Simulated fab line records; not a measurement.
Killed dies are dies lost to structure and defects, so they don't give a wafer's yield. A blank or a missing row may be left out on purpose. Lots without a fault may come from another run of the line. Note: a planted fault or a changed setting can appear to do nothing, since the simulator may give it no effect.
What tool caused it?    flow rit cmos    Sampling: 7 lots, 21 wafers, 2 of 202 route steps

== WHAT THE GAUGES READ, wafer by wafer ==
RIT_GATE_CD_MEAS_16: the cd target is 150 nm.
lot   measured     on         cd nm (nm)
L579  day 2 18:32  cd sem-02  152.0 150.2 150.7
L582  day 3 10:34  cd sem-02  153.9 155.9 155.4
L584  day 3 20:14  cd sem-02  148.6 146.7 146.3
L588  day 4 18:01  cd sem-02  148.2 150.7 148.2
L590  day 5 05:23  cd sem-02  145.8 148.6 148.2
L594  day 5 23:34  cd sem-01  267.6 266.0 265.5
L598  day 6 20:52  cd sem-01  145.4 145.6 149.1

== TOOL THAT RAN EACH LOT (tool first, then ch and the chambers of the sampled wafers, then the start) ==
lot   RIT_GATE_EXPOSE_13
L579  iline stepper-02 ch 0, day 2 18:08
L582  iline stepper-02 ch 0, day 3 10:10
L584  iline stepper-02 ch 0, day 3 19:50
L588  iline stepper-02 ch 0, day 4 17:37
L590  iline stepper-01 ch 0, day 5 04:59
L594  iline stepper-02 ch 0, day 5 23:10
L598  iline stepper-01 ch 0, day 6 20:28
- RIT_GATE_EXPOSE_13: exposes mask M6, target cd 150 nm.

== THE ANSWER, worked out from the rows above alone ==
Rule: what is usual is taken from the lots themselves. Put in order of their means at a reading, lots are off if they are a third of the lots or fewer, leave a main group of 4 or more, and stand apart from it by a gap of 3 or more times the standard deviation of the main group's means; of several such gaps the widest counts. Not used: any main group whose means are identical at the precision the tables above print for the reading. A lot without any number at a reading at which 4 lots or more have one is off too. Where the step has rows for the other lots, those lots are counted as sound.
Off: L594, at RIT_GATE_CD_MEAS_16 (cd nm). The main group: mean 149.4 nm, standard deviation 2.9.
If a tool, at a process step before that reading, ran all the lots that are off and no sound lot after the first of them, it fits. Gauges at RIT_GATE_CD_MEAS_16: tried the same way as those tools. One candidate fits, namely iline stepper-02 at RIT_GATE_EXPOSE_13. Its last sound lot is L588 (day 4 17:37), its first lot that is off L594 (day 5 23:10): a fault that began between those two fits.

== WHAT HAD BEEN PUT IN BY THE SIMULATOR ==
Drift in process parameters on iline stepper-02 at RIT_GATE_EXPOSE_13, starting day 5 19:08. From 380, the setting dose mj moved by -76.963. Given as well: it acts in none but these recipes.
Struck lots among those shown: L594. The rule given above showed the same thing.
